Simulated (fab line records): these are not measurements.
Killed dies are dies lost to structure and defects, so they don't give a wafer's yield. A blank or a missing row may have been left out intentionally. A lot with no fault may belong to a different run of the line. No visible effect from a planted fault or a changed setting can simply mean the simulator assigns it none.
Split-lot trial ; flow berkeley-cmos170 ; on a route of 331 steps: 5 lots, 23 wafers read

ABOUT THE SPLIT
At UCB170_NLDD_PEB_04, the setting peb-temp-c was moved away from the recipe's 130 C on 12 of the 23 wafers read, by -2.1% to +1.9%. This setting was run at the recipe's value on the other wafers.

FROM SPLIT TO READING: 1 step shown by the file between the two
- UCB170_NLDD_DEVELOP_05: develop time 45 s

THE READING
cd-nm (nm) at UCB170_NLDD_CD_MEAS_06, where the cd target is 1200 nm. A value of 1199.6 nm with a standard deviation of 1.7 nm is what fault-free wafers of this fab line usually give.

wafer;tool, chamber at the split;peb-temp-c as run, C;against the recipe;cd-nm, nm;against lot-mates on the recipe
L077.3;litho-track-03, 0;130;recipe;1200.1;-
L077.4;litho-track-03, 0;130;recipe;1199.3;-
L077.6;litho-track-03, 0;130;recipe;1199.0;-
L074.1;litho-track-03, 0;132.5;+1.9%;1213.1;+14.6
L074.2;litho-track-03, 0;132.5;+1.9%;1214.7;+16.2
L074.3;litho-track-03, 0;130;recipe;1198.6;-
L074.5;litho-track-03, 0;130;recipe;1198.4;-
L074.6;litho-track-03, 0;132.5;+1.9%;1214.5;+16.0
L078.1;litho-track-02, 0;127.3;-2.1%;1178.6;-21.4
L078.2;litho-track-02, 0;130;recipe;1200.2;-
L078.3;litho-track-02, 0;127.3;-2.1%;1178.7;-21.3
L078.4;litho-track-02, 0;130;recipe;1199.8;-
L078.5;litho-track-02, 0;127.3;-2.1%;1179.4;-20.6
L080.1;litho-track-01, 0;132.4;+1.8%;1217.2;+14.3
L080.2;litho-track-01, 0;132.4;+1.8%;1218.1;+15.2
L080.4;litho-track-01, 0;132.4;+1.8%;1216.4;+13.5
L080.5;litho-track-01, 0;130;recipe;1202.6;-
L080.6;litho-track-01, 0;130;recipe;1203.3;-
L085.1;litho-track-02, 0;132.1;+1.6%;1213.3;+14.0
L085.2;litho-track-02, 0;130;recipe;1199.3;-
L085.3;litho-track-02, 0;132.1;+1.6%;1211.8;+12.5
L085.4;litho-track-02, 0;130;recipe;1199.2;-
L085.6;litho-track-02, 0;132.1;+1.6%;1212.9;+13.7

THE FIT
A straight line over all 23 wafers: cd-nm changes by +9 nm for each +1% of peb-temp-c; r = +0.99; the points scatter about the line by 1.8 nm.
The same after taking each lot's own level away (the mean of its wafers on the recipe; 23 wafers): +8.91 nm for each +1%; r = +1.00; scatter 1.2 nm.
That fit puts the effect of the largest move of peb-temp-c on the reading at 19 nm.
From 1198.50 to 1202.95 nm: that is the span of the lots' own levels, equal to 2.6 times the standard deviation above.
The two slopes agree, so the slope changes little with the lot-to-lot level.
Check: -18.9 nm against its lot-mates is what the line predicts for one of the wafers moved furthest among these (-2.1%) when that wafer is left out of the fit. Against them it came out at -21.4 nm.

THESE WAFERS: OTHER SPLITS
Other splits were also applied to these wafers ahead of the reading. Each is held against what the fit with the lots' levels taken away leaves over:
other split on the same wafers;wafers away from the commonest value;r with cd-nm (lot level and that fit taken away)
UCB170_ZERO_STRIP_07 o2-flow-sccm;12;+0.04
UCB170_NWELL_IMPLANT_14 energy-kev;9;-0.14
UCB170_PWELL_COAT_08 spin-rpm;10;-0.20
UCB170_PWELL_IMPLANT_15 dose-cm2;8;+0.10
UCB170_ACTIVE_OXIDATION_02 temp-c;18;+0.13
UCB170_PVT_IMPLANT_07 energy-kev;6;-0.27
UCB170_PLDD_PEB_04 peb-temp-c;5;-0.08

FILE'S OWN FIT
cd-nm changes by +8.68 nm for each +1% of peb-temp-c, r = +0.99.
